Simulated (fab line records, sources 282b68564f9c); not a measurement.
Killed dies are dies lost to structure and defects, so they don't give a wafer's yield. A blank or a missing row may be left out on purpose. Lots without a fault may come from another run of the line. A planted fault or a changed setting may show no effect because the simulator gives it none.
A struck lot beside a sound one | flow rit_cmos | 15 steps out of a route of 202
Sound: wafers L713.1, L713.2, L713.5. Struck: wafers L730.1, L730.4, L730.6. The cause comes at the end.
At each step with rows: each side's tool, then ch and its chambers, then its first start. Under that, the readings that differ: sound wafers | struck wafers | difference of the means | sigmas: that difference in standard deviations of wafers without a fault.
alike: readings whose means differ by less than 2 such deviations, and words and numbers that are the same on both sides. not compared: withheld readings, readings that some wafer has no value for, bounds like >300 that may hide the same value, and numbers for which the record gives no deviation and whose values overlap.
The two part at a step that has a row with sigmas, a row that says differs or no value, or rows on one side only. Numbers that don't overlap but have no deviation are shown without sigmas and don't part them. A reading that every wafer of one side lacks parts them only if that side has two wafers or more.

first, 1 step without rows for these wafers: RIT_CONTACT_HARDBAKE_10 (time 60 s).
RIT_CONTACT_ETCH_11: etches SiO2 in CHF3/CF4/Ar, stops on TiSi2, target depth 480 nm, time 320 s.
  sound on rie_diel-04 ch 0,1,2, day 4 05:53; struck on rie_diel-04 ch 0,1,3, day 8 00:11
  alike: CHF3_flow_sccm, drypump_motor_current_A, oes_product_au, throttle_valve_pct
  not compared: rf_hours_counter_h
RIT_CONTACT_STRIP_12: strips in O2, time 180 s.
  sound on plasma_asher-02 ch 0,1, day 4 06:04; struck on plasma_asher-02 ch 0,1, day 8 00:23
  alike: drypump_motor_current_A
  not compared: rf_hours_counter_h
RIT_CONTACT_CD_MEAS_90: target cd 1000 nm.
  sound on cd_sem-01, day 4 06:15; struck on cd_sem-01, day 8 00:34
  alike: cd_nm
then, 2 steps without rows for these wafers: RIT_CONTACT_CLEAN_13 (cleans in SC1, time 600 s); RIT_CONTACT_CLEAN_14 (cleans in SC2, time 600 s).
RIT_M1_SPUTTER_00: material Al, target thk 400 nm, time 500 s.
  sound on pvd_sputter-02, day 4 06:43; struck on pvd_sputter-03, day 8 01:02
  reading                | sound          | struck         | difference | sigmas
  throttle_valve_pct (%) | 28.0 29.1 27.7 | 31.7 30.8 30.9 | +2.9       | +3
  alike: cathode_dc_power_W
RIT_M1_RS_MEAS_01: measures by four-point-probe.
  sound on film_metro-01, day 4 07:01; struck on film_metro-03, day 8 01:20
  alike: M1_AL_RS
RIT_M1_THK_MEAS_02: measures by xrf.
  sound on film_metro-01, day 4 07:08; struck on film_metro-03, day 8 01:27
  alike: M1_AL_THK
then, 3 steps without rows for these wafers: RIT_M1_HMDS_03 (prime time 60 s); RIT_M1_COAT_04 (resist thk 1300 nm); RIT_M1_SOFTBAKE_05 (time 60 s).
RIT_M1_EXPOSE_06: exposes mask M12, target cd 2600 nm.
  sound on iline_stepper-01 ch 0, day 4 07:38; struck on iline_stepper-01 ch 0, day 8 02:20
  reading              | sound                | struck               | difference | sigmas
  exposure_dose_mJ_cm2 | 249.59 249.40 249.51 | 252.40 252.33 252.15 | +2.79      | +12
  alike: mask
then, 1 step without rows for these wafers: RIT_M1_PEB_07.
RIT_M1_PROBE_99:
  the record has rows for the sound wafers here (prober-01, day 4 11:26) and none for the struck ones

WHERE THEY PART
First at RIT_M1_SPUTTER_00; last, within this record, at RIT_M1_PROBE_99.

WHY: what the simulator had put in
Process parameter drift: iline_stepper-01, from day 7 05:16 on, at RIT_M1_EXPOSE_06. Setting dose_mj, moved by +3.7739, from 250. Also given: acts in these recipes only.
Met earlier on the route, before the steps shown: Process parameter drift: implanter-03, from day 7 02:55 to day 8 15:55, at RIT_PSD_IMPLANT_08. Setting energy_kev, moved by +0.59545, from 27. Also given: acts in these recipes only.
